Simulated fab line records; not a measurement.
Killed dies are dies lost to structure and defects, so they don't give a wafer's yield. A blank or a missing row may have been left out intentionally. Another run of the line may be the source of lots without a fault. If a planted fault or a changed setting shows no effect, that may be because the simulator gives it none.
A struck lot beside a sound one + flow berkeley-cmos170 + 17 steps out of a route of 331
Sound: wafers L721.3, L721.4, L721.5. The struck wafers were L729.2, L729.3, L729.6. The cause is named last.
Order at every step that has rows: each side's tool, ch and its chambers, its first start. Under that, the readings that differ: sound wafers + struck wafers + difference of the means + sigmas: that difference in standard deviations of wafers without a fault.
alike: same words and numbers on both sides, and readings whose means sit less than 2 such deviations apart. not compared: any withheld reading, any reading some wafer has no value for, any bound like >300 that may hide the same value, and any number with overlapping values for which the record gives no deviation.
The two part at a step that has a row with sigmas, a row that says differs or no value, or rows on one side only. Non-overlapping numbers with no deviation appear without sigmas and do not part them. A reading that every wafer of one side lacks parts them only if that side has two wafers or more.

first, 1 step without rows for these wafers: UCB170_PWELL_OXIDATION_02 (target thk 26.4 nm, ox time 1260 s).
UCB170_PWELL_THK_MEAS_03:
  sound: film-metro-04 at day 3 03:13; struck: film-metro-04 at day 5 12:29
  alike: PWELL_OXIDE_THK
then, 2 steps without rows for these wafers: UCB170_PWELL_ANNEAL_04 (time 900 s); UCB170_PWELL_CVD_05 (deposits Si3N4 from SiH2Cl2/NH3, target thk 220 nm, time 3300 s).
UCB170_PWELL_THK_MEAS_06:
  sound: film-metro-01 at day 3 12:04; struck: film-metro-04 at day 5 18:14
  alike: PWELL_NITRIDE_THK
then, 6 steps without rows for these wafers: UCB170_PWELL_HMDS_07 (prime time 60 s); UCB170_PWELL_COAT_08 (resist thk 900 nm); UCB170_PWELL_SOFTBAKE_09 (time 60 s); UCB170_PWELL_EXPOSE_10 (exposes mask PWELL, target cd 3000 nm); UCB170_PWELL_PEB_11; UCB170_PWELL_DEVELOP_12 (develop time 45 s).
UCB170_PWELL_OVL_MEAS_13:
  sound: overlay-01 at day 3 13:23; struck: overlay-01 at day 5 19:45
  alike: PWELL_OVL
UCB170_PWELL_ETCH_14: etches Si3N4 in CH3F/Ar/O2, stops on SiO2, target depth 242 nm, time 151 s.
  sound on rie-diel-03 ch 1,3, day 3 13:25; struck on rie-diel-03 ch 2,3, day 5 19:47
| reading                                      | sound             | struck                  | difference | sigmas |
|----------------------------------------------|-------------------|-------------------------|------------|--------|
| oes-product-au (a.u.)                        | 0.966 0.961 0.944 | 0.910 0.924 0.925       | -0.037     | -3     |
| over-etch-frac                               | 0.1 0.1 0.1       | 0.17856 0.17856 0.17856 | +0.07856   |        |
| model.KrF_of_PWELL_COAT_08.thk-nm (nm)       | 724.9 724.2 724.2 | 708 715.1 714.7         | -12        |        |
| model.SiO2_of_PWELL_OXIDATION_02.thk-nm (nm) | 24.68 24.69 25.17 | 21.85 22.58 22.79       | -2.44      |        |
  alike: drypump-motor-current-A, throttle-valve-pct
  not compared: rf-hours-counter-h
then, 1 step without rows for these wafers: UCB170_PWELL_IMPLANT_15.
UCB170_PWELL_STRIP_16: strips in O2.
  sound on plasma-asher-03 ch 0,1, day 3 13:41; struck on plasma-asher-03 ch 1, day 5 20:02
| reading                      | sound             | struck            | difference | sigmas |
|------------------------------|-------------------|-------------------|------------|--------|
| strip-time-to-endpoint-s (s) | 18.10 18.07 18.08 | 17.69 17.85 17.84 | -0.29      | -4     |
  alike: drypump-motor-current-A, oes-product-au
  not compared: rf-hours-counter-h
UCB170_PWELL_TW_MEAS_17:
  sound: film-metro-01 at day 3 13:47; struck: film-metro-02 at day 5 20:09
  alike: PWELL_TW
UCB170_M3_PROBE_99:
  the record has rows for the sound wafers here (prober-01, day 8 11:14) and none for the struck ones

## WHERE THEY PART
Earliest at UCB170_PWELL_ETCH_14; latest, in this record, at UCB170_M3_PROBE_99.

WHY: the cause the simulator had injected
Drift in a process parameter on rie-diel-03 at UCB170_PWELL_ETCH_14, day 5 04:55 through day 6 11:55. Setting over-etch-frac, moved by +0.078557, from 0.1. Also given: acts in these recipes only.
